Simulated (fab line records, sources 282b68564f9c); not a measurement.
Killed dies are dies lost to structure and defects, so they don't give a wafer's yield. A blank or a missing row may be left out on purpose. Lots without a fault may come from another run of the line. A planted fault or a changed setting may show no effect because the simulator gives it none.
A struck lot beside a sound one | flow rit_cmos | 43 steps out of a route of 202
Sound: wafers L743.2, L743.3, L743.4. Struck: wafers L752.3, L752.4, L752.5. The cause comes at the end.
At each step with rows: each side's tool, then ch and its chambers, then its first start. Under that, the readings that differ: sound wafers | struck wafers | difference of the means | sigmas: that difference in standard deviations of wafers without a fault.
alike: readings whose means differ by less than 2 such deviations, and words and numbers that are the same on both sides. not compared: withheld readings, readings that some wafer has no value for, bounds like >300 that may hide the same value, and numbers for which the record gives no deviation and whose values overlap.
The two part at a step that has a row with sigmas, a row that says differs or no value, or rows on one side only. Numbers that don't overlap but have no deviation are shown without sigmas and don't part them. A reading that every wafer of one side lacks parts them only if that side has two wafers or more.

first, 1 step without rows for these wafers: RIT_PRETRO_DEVELOP_05 (develop time 68 s).
RIT_PRETRO_OVL_MEAS_06:
  sound on overlay-01, day 3 04:47; struck on overlay-01, day 5 05:52
  alike: PRETRO_OVL
then, 2 steps without rows for these wafers: RIT_PRETRO_HARDBAKE_07 (time 120 s); RIT_PRETRO_IMPLANT_08.
RIT_PRETRO_STRIP_09: strips in O2, time 180 s.
  sound on plasma_asher-04 ch 0,1, day 3 05:13; struck on plasma_asher-02 ch 0,1, day 5 06:21
  alike: drypump_motor_current_A
  not compared: rf_hours_counter_h
RIT_PRETRO_TW_MEAS_10:
  sound on film_metro-02, day 3 05:24; struck on film_metro-04, day 5 06:29
  alike: PRETRO_TW
then, 5 steps without rows for these wafers: RIT_GATE_WET_ETCH_00 (etches SiO2 in BOE, target depth 56 nm, time 60 s); RIT_GATE_CLEAN_01 (cleans in SC1, time 600 s); RIT_GATE_CLEAN_02 (cleans in dHF, time 30 s); RIT_GATE_CLEAN_03 (cleans in SC2, time 600 s); RIT_GATE_CLEAN_04 (cleans in dHF, time 60 s).
RIT_FOX2_THK_MEAS_91:
  sound on film_metro-04, day 3 06:05; struck on film_metro-03, day 5 06:58
  alike: FIELD_OXIDE_LEFT_2_THK
RIT_GATE_OXIDATION_05: target thk 3 nm, ox time 270 s.
  sound on furnace-01 ch 0, day 3 06:29; struck on furnace-04 ch 0, day 5 10:31
then, 1 step without rows for these wafers: RIT_GATE_ANNEAL_06 (time 600 s).
RIT_GATE_THK_MEAS_07:
  sound on film_metro-01, day 3 09:19; struck on film_metro-03, day 5 13:47
  alike: GATE_OXIDE_THK
then, 1 step without rows for these wafers: RIT_GATE_CVD_08 (deposits poly-Si from SiH4, target thk 250 nm, time 2220 s).
RIT_GATE_THK_MEAS_09:
  sound on film_metro-04, day 3 11:29; struck on film_metro-01, day 5 15:28
  alike: GATE_POLY_THK
then, 6 steps without rows for these wafers: RIT_GATE_HMDS_10 (prime time 60 s); RIT_GATE_COAT_11 (resist thk 850 nm); RIT_GATE_SOFTBAKE_12 (time 60 s); RIT_GATE_EXPOSE_13 (exposes mask M6, target cd 150 nm); RIT_GATE_PEB_14; RIT_GATE_DEVELOP_15 (develop time 50 s).
RIT_GATE_CD_MEAS_16: target cd 150 nm.
  sound on cd_sem-01, day 3 12:25; struck on cd_sem-02, day 5 16:31
  alike: cd_nm
RIT_GATE_OVL_MEAS_17:
  sound on overlay-01, day 3 12:31; struck on overlay-02, day 5 16:37
  alike: GATE_OVL
then, 1 step without rows for these wafers: RIT_GATE_HARDBAKE_18 (time 60 s).
RIT_GATE_ETCH_19: etches poly-Si in SF6/CHF3/O2, stops on SiO2, time 165 s, target depth 312.5 nm.
  sound on rie_si-01 ch 0,1,2, day 3 12:41; struck on rie_si-02 ch 1,3, day 5 16:47
  alike: drypump_motor_current_A, oes_product_au, rf_fwd_power_W, throttle_valve_pct
  not compared: rf_hours_counter_h
RIT_GATE_STRIP_20: strips in O2, time 180 s.
  sound on plasma_asher-03 ch 0,1, day 3 12:48; struck on plasma_asher-01 ch 0,1, day 5 16:57
  alike: drypump_motor_current_A
  not compared: rf_hours_counter_h
RIT_GATE_CD_MEAS_90: target cd 150 nm.
  sound on cd_sem-02, day 3 13:00; struck on cd_sem-01, day 5 17:07
  alike: cd_nm
then, 4 steps without rows for these wafers: RIT_REOX_CLEAN_00 (cleans in SC1, time 600 s); RIT_REOX_CLEAN_01 (cleans in dHF, time 30 s); RIT_REOX_CLEAN_02 (cleans in SC2, time 600 s); RIT_REOX_OXIDATION_03 (target thk 25.2 nm, ox time 5580 s).
RIT_REOX_THK_MEAS_04:
  sound on film_metro-02, day 3 17:56; struck on film_metro-04, day 5 23:37
  reading             | sound          | struck         | difference | sigmas
  REOX_OXIDE_THK (nm) | 23.2 23.8 23.8 | 25.3 25.2 25.5 | +1.7       | +3
then, 6 steps without rows for these wafers: RIT_NLDD_HMDS_00 (prime time 60 s); RIT_NLDD_COAT_01 (resist thk 1000 nm); RIT_NLDD_SOFTBAKE_02 (time 60 s); RIT_NLDD_EXPOSE_03 (exposes mask M7, target cd 40700 nm); RIT_NLDD_PEB_04; RIT_NLDD_DEVELOP_05 (develop time 50 s).
RIT_NLDD_OVL_MEAS_06:
  sound on overlay-01, day 3 18:58; struck on overlay-01, day 6 00:31
  alike: NLDD_OVL
then, 1 step without rows for these wafers: RIT_NLDD_HARDBAKE_07 (time 60 s).
RIT_M1_PROBE_99:
  the record has rows for the struck wafers here (prober-02, day 6 16:00) and none for the sound ones

WHERE THEY PART
First at RIT_REOX_THK_MEAS_04; last, within this record, at RIT_M1_PROBE_99.

WHY: what the simulator had put in
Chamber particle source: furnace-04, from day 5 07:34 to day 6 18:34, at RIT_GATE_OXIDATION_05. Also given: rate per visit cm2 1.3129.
